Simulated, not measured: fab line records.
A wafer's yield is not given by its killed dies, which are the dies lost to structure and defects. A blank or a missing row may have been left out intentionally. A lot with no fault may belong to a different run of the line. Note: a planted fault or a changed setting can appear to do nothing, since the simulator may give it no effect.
Code-filled problem report in 8D (eight disciplines) form | flow berkeley_cmos170 | the parts of the form that need people (team, actions taken, sign-off) are left out

== 1. THE PROBLEM ==
lamp_power_pct at UCB170_CONTACT_RTA_08 reads a mean of 24.23 % on 6 wafers of 2 lots; wafers without a fault read 20.84 % with a standard deviation of 0.038. That puts it +89 standard deviations away from the usual mean.
The step: time 10 s.
Earliest sighting: wafer L241.1 on rtp_anneal-02 at day 11 21:15. The record holds 42 wafers of 14 lots with a number at this step. Rule for "out", or "out of limits": more than 4 standard deviations from the usual mean. The other wafers with a number count as sound.

== 2. WHAT THIS IS AND IS NOT ==
question                    | is                               | is not
which readings at this step | lamp_power_pct, wafer_temp_C_max | -
which lots                  | L240, L241                       | L224, L225, L226, L227, L228, L229, L230, L231, L232, L237, L238, L244
which wafers of those lots  | all that have a number           | -
read on which tools         | rtp_anneal-02                    | rtp_anneal-01
when                        | from day 11 21:15                | up to then (36 sound wafers)

== 3. THE SUSPECTS, EACH WITH WHAT RULES IT OUT ==
Counting: a tool stays on the suspect list if, at a process step up to the reading, it processed all lots that are out and no sound lot following the first of them.
- rtp_anneal-02 at UCB170_CONTACT_RTA_08 (time 10 s): kept. It processed each lot that is out, first L241 at day 11 21:15, and no sound lot thereafter; up to then, the last sound lot it processed was L237 at day 10 19:00. Out on those wafers are its own readings of lamp_power_pct, wafer_temp_C_max.
The count leaves rtp_anneal-02 at UCB170_CONTACT_RTA_08.

== 4. THE CAUSE (what the simulator had put in) ==
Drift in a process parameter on rtp_anneal-02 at UCB170_CONTACT_RTA_08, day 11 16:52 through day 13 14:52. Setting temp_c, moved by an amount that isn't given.
The count eliminated every tool but this one.

== 5. THE EFFECT CHAIN, in route order ==
Each row: a reading where the mean over the struck wafers with a number is more than 3 standard deviations away from the usual. Scope: only readings with a usual standard deviation given in the record; hours: median across lots of the time from each lot's start at the first step in this table that gives one to its start at this step; sigmas: change in usual standard deviations.
hours | step                  | reading          | usual   | on struck wafers | change | sigmas
0     | UCB170_CONTACT_RTA_08 | lamp_power_pct   | 20.84 % | 24.23            | +3.39  | +89
0     | UCB170_CONTACT_RTA_08 | wafer_temp_C_max | 903.5   | 958.3            | +54.8  | +73
The process steps in it:
- UCB170_CONTACT_RTA_08: time 10 s.
Later measuring or inspecting steps at which every struck wafer that the step has a row for has a number for every such reading, and none has moved that far: UCB170_V1_THK_MEAS_01, UCB170_V1_BOW_MEAS_03, UCB170_V1_CD_MEAS_90.

== 6. WHAT WOULD HAVE CAUGHT IT SOONER ==
In this record no reading fell out of limits until day 11 21:15, 4 hours after the fault had begun at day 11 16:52.
